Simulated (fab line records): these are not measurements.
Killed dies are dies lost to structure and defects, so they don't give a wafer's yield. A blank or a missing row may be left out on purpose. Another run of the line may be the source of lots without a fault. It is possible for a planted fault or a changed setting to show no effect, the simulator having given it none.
Lot-split experiment	flow berkeley-cmos170	23 wafers read from 5 lots, route of 331 steps

ABOUT THE SPLIT
At UCB170_NVT_IMPLANT_07, the setting dose-cm2 was moved away from the recipe's 3e+12 on 9 of the 23 wafers read, by -5.6% to +5.5%. For the rest of the wafers, this setting stayed at what the recipe calls for.

THE PATH FROM SPLIT TO READING: the file shows 1 step between them
- UCB170_NVT_STRIP_08: strips in O2

THE READING
NVT_TW, at UCB170_NVT_TW_MEAS_09. On this fab line, fault-free wafers typically give 523 with a standard deviation of 4.1.

wafer	tool, chamber at the split	dose-cm2 as run	against the recipe	NVT_TW	against lot-mates on the recipe
L075.1	implanter-03, 0	3e+12	recipe	526	-
L075.2	implanter-03, 0	3.166e+12	+5.5%	539	+12
L075.3	implanter-03, 0	3e+12	recipe	529	-
L075.5	implanter-03, 0	3.166e+12	+5.5%	535	+8
L075.6	implanter-03, 0	3.166e+12	+5.5%	541	+14
L074.1	implanter-01, 0	3e+12	recipe	521	-
L074.2	implanter-01, 0	3e+12	recipe	520	-
L074.4	implanter-01, 0	3e+12	recipe	517	-
L074.5	implanter-01, 0	3e+12	recipe	520	-
L074.6	implanter-01, 0	3e+12	recipe	523	-
L076.1	implanter-03, 0	2.833e+12	-5.6%	514	-15
L076.2	implanter-03, 0	3e+12	recipe	529	-
L076.3	implanter-03, 0	2.833e+12	-5.6%	518	-11
L076.4	implanter-03, 0	2.833e+12	-5.6%	518	-11
L076.5	implanter-03, 0	3e+12	recipe	529	-
L078.1	implanter-01, 0	3.146e+12	+4.9%	532	+4
L078.2	implanter-01, 0	3.146e+12	+4.9%	535	+7
L078.4	implanter-01, 0	3.146e+12	+4.9%	535	+7
L078.5	implanter-01, 0	3e+12	recipe	530	-
L078.6	implanter-01, 0	3e+12	recipe	526	-
L080.4	implanter-01, 0	3e+12	recipe	517	-
L080.5	implanter-01, 0	3e+12	recipe	520	-
L080.6	implanter-01, 0	3e+12	recipe	516	-

THE FIT
A straight line over all 23 wafers: NVT_TW changes by +1.96 for each +1% of dose-cm2; r = +0.82; the points scatter about the line by 4.6.
The same after taking each lot's own level away (the mean of its wafers on the recipe; 23 wafers): +1.88 for each +1%; r = +0.94; scatter 2.3.
According to that fit, moving dose-cm2 by its largest amount changes the reading by 10.
From 517.7 to 529.0: that is the span of the lots' own levels, equal to 2.8 times the standard deviation above.
Hence the lot-to-lot level has little effect on the slope; both slopes agree.
Check: for one of the wafers moved furthest among these (-5.6%), held out of the fit, the line's prediction against its lot-mates is -10.1. Against them it came out at -15.

THESE WAFERS: OTHER SPLITS
Note: prior to the reading, these wafers also went through further splits. Each is held against what the fit with the lots' levels taken away leaves over:
other split on the same wafers	wafers away from the commonest value	r with NVT_TW (lot level and that fit taken away)
UCB170_ACTIVE_CVD_05 time-s	18	-0.08

THE FILE'S OWN FIT
NVT_TW changes by +1.79 for each +1% of dose-cm2, r = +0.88.
